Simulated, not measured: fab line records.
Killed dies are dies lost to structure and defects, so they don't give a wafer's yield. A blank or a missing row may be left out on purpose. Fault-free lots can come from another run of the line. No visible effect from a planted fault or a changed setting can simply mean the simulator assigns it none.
8D (eight disciplines) problem report, filled in by code	flow berkeley cmos170	the parts of the form that need people (team, actions taken, sign-off) are left out

1. PROBLEM STATEMENT
cd nm at UCB170_M1_CD_MEAS_90 reads a mean of 682.9 nm on 6 wafers of 2 lots; wafers without a fault read 700.5 nm with a standard deviation of 2.3. Measured from the usual mean, that is -7.7 standard deviations.
The step: target cd 700 nm.
The first sign was on wafer L407.2 at day 9 20:16, on cd sem-01. At this step, 42 wafers from 14 lots have a number in the record. By rule, "out" or "out of limits" means more than 4 standard deviations away from the usual mean. The other wafers with a number count as sound.

2. WHAT IT IS AND WHAT IT IS NOT
question	is	is not
which readings at this step	cd nm	-
which lots	L407, L410	L397, L398, L399, L400, L403, L404, L411, L412, L413, L417, L419, L420
which wafers of those lots	all that have a number	-
read on which gauges	cd sem-01, cd sem-02	-
when	from day 9 20:16	up to then (18 sound wafers); but 18 sound wafers of L411, L412, L413, L417, L419, L420 came after

3. WHAT RULES OUT EACH SUSPECT
Counting: a tool stays on the suspect list if, at a process step up to the reading, it processed all lots that are out and no sound lot following the first of them.
- the gauge at UCB170_M1_CD_MEAS_90 is ruled out. Those wafers that are out were read across 2 gauges (cd sem-01, cd sem-02).
- rie metal-02 at UCB170_M1_METAL_ETCH_12 (etches Al in Cl2/BCl3, stops on PSG, target depth 780 nm, time 130 s): kept. All lots that are out passed through it, beginning with L407 at day 9 20:01, and no sound lot followed; its final sound lot before that point was L404 at day 9 01:04.
- plasma asher-02 at UCB170_M1_STRIP_13 (strips in O2): ruled out as a lasting fault. Following L407 (day 9 20:09), the first lot on it that is out, the sound lots L412, L419 were run on it.
After counting, what remains is rie metal-02 at UCB170_M1_METAL_ETCH_12.

4. THE CAUSE (what the simulator had put in)
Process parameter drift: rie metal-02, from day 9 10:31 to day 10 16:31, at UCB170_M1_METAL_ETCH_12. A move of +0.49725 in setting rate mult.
Only this tool survived the counting.

5. THE EFFECT CHAIN, in route order
Rows list readings where the struck wafers' mean (over those with a number) sits beyond 3 standard deviations from the usual. Only readings whose record carries a usual standard deviation are examined. hours: median over the lots of the time between each lot's start at the first step of this table that gives one and its start at this step. sigmas: the change, counted in usual standard deviations.
hours	step	reading	usual	on struck wafers	change	sigmas
0	UCB170_M1_STRIP_13	oes product au	0.721 a.u.	0.524	-0.197	-49
0	UCB170_M1_CD_MEAS_90	cd nm	700.5 nm	682.9	-17.6	-7.7
Its process steps:
- UCB170_M1_STRIP_13: strips in O2.
Later measuring or inspecting steps at which every struck wafer that the step has a row for has a number for every such reading, and none has moved that far: UCB170_M3_THK_MEAS_03, UCB170_M3_CD_MEAS_15.

6. HOW IT WOULD HAVE BEEN CAUGHT EARLIER
10 hours passed between the start of the fault at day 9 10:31 and the first reading out of limits at a measuring or inspecting step in this record, taken at day 9 20:16.
Of the tool readings at UCB170_M1_METAL_ETCH_12 for which the record gives a usual standard deviation, none was out on any struck wafer, so an alarm limit of 4 standard deviations on them would not have fired.
Lots out: 2; of these, L410 started UCB170_M1_METAL_ETCH_12 on rie metal-02 after day 9 20:16. Holding the tool at that time would have saved it.
